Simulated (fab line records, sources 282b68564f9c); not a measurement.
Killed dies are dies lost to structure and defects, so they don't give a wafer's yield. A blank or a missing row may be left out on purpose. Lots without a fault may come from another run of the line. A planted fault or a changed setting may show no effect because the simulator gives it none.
Split-lot experiment | flow rit_cmos | 5 lots, 23 wafers read, on a route of 202 steps

THE SPLIT
At RIT_CONTACT_EXPOSE_05 (exposes mask M11, target cd 1000 nm), the setting dose_mj was moved away from the recipe's 250 on 7 of the 23 wafers read, by -7.1% to -4.4%. The other wafers ran this setting at the recipe's value.

FROM THE SPLIT TO THE READING: what the file shows between them, 6 steps
- RIT_CONTACT_PEB_06
- RIT_CONTACT_DEVELOP_07: develop time 120 s
- RIT_CONTACT_CD_MEAS_08: target cd 1000 nm
- RIT_CONTACT_HARDBAKE_10: time 60 s
- RIT_CONTACT_ETCH_11: etches SiO2 in CHF3/CF4/Ar, stops on TiSi2, target depth 480 nm, time 320 s
- RIT_CONTACT_STRIP_12: strips in O2, time 180 s

THE READING
cd_nm, in nm, at RIT_CONTACT_CD_MEAS_90 (target cd 1000 nm). Fault-free wafers of this fab line usually give 999.9 nm, standard deviation 2.1 nm.

wafer  | tool, chamber at the split | dose_mj as run | against the recipe | cd_nm, nm | against lot-mates on the recipe
L074.1 | iline_stepper-02, 0        | 232.3          | -7.1%              | 981.2     | -20.6
L074.2 | iline_stepper-02, 0        | 250            | recipe             | 1001.0    | -
L074.4 | iline_stepper-02, 0        | 250            | recipe             | 1002.3    | -
L074.5 | iline_stepper-02, 0        | 250            | recipe             | 1002.0    | -
L074.6 | iline_stepper-02, 0        | 232.3          | -7.1%              | 979.9     | -21.9
L078.1 | iline_stepper-01, 0        | 250            | recipe             | 997.7     | -
L078.2 | iline_stepper-01, 0        | 250            | recipe             | 994.5     | -
L078.3 | iline_stepper-01, 0        | 250            | recipe             | 996.8     | -
L078.5 | iline_stepper-01, 0        | 250            | recipe             | 996.4     | -
L078.6 | iline_stepper-01, 0        | 250            | recipe             | 998.1     | -
L080.1 | iline_stepper-01, 0        | 250            | recipe             | 999.0     | -
L080.2 | iline_stepper-01, 0        | 239.1          | -4.4%              | 987.6     | -13.2
L080.3 | iline_stepper-01, 0        | 239.1          | -4.4%              | 988.7     | -12.1
L080.5 | iline_stepper-01, 0        | 250            | recipe             | 1001.6    | -
L080.6 | iline_stepper-01, 0        | 250            | recipe             | 1001.8    | -
L081.3 | iline_stepper-02, 0        | 250            | recipe             | 1003.6    | -
L081.4 | iline_stepper-02, 0        | 250            | recipe             | 1000.8    | -
L081.6 | iline_stepper-02, 0        | 250            | recipe             | 1001.2    | -
L083.1 | iline_stepper-02, 0        | 237.9          | -4.8%              | 983.6     | -13.5
L083.2 | iline_stepper-02, 0        | 237.9          | -4.8%              | 982.1     | -15.0
L083.3 | iline_stepper-02, 0        | 237.9          | -4.8%              | 982.9     | -14.2
L083.5 | iline_stepper-02, 0        | 250            | recipe             | 997.4     | -
L083.6 | iline_stepper-02, 0        | 250            | recipe             | 996.9     | -

THE FIT
A straight line over all 23 wafers: cd_nm changes by +2.89 nm for each +1% of dose_mj; r = +0.95; the points scatter about the line by 2.6 nm.
The same after taking each lot's own level away (the mean of its wafers on the recipe; 23 wafers): +2.97 nm for each +1%; r = +0.99; scatter 1 nm.
On that fit, the largest move of dose_mj shifts the reading by 21 nm.
The lots' own levels span 996.70 to 1001.87 nm, that is 2.5 times the standard deviation above.
So the lot-to-lot level changes the slope little: the two slopes agree.
Check: with one of the wafers moved furthest among these (-7.1%) left out of the fit, the line predicts -21.1 nm for it against its lot-mates. It came out at -20.6 nm against them.

OTHER SPLITS ON THESE WAFERS
These wafers also went through other splits before the reading. Each is held against what the fit with the lots' levels taken away leaves over:
other split on the same wafers | wafers away from the commonest value | r with cd_nm (lot level and that fit taken away)
RIT_CONTACT_CVD_00 time_s      | 10                                   | +0.04

THE WHOLE CHAIN: every reading that the file lists as answering this split, in the file's order
step                   | what it does                                                                | reading                                                        | change (the file's fit)              | r (the file's)
RIT_CONTACT_CD_MEAS_08 | target cd 1000 nm                                                           | cd_nm                                                          | +2.99 nm for each +1% of the setting | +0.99
RIT_CONTACT_ETCH_11    | etches SiO2 in CHF3/CF4/Ar, stops on TiSi2, target depth 480 nm, time 320 s | CONTACT.cd_nm (the simulator's own value, which no gauge read) | +2.97 nm for each +1% of the setting | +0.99
RIT_CONTACT_CD_MEAS_90 | target cd 1000 nm                                                           | cd_nm                                                          | +2.97 nm for each +1% of the setting | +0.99

THE FILE'S OWN FIT
cd_nm changes by +2.97 nm for each +1% of dose_mj, r = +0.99.
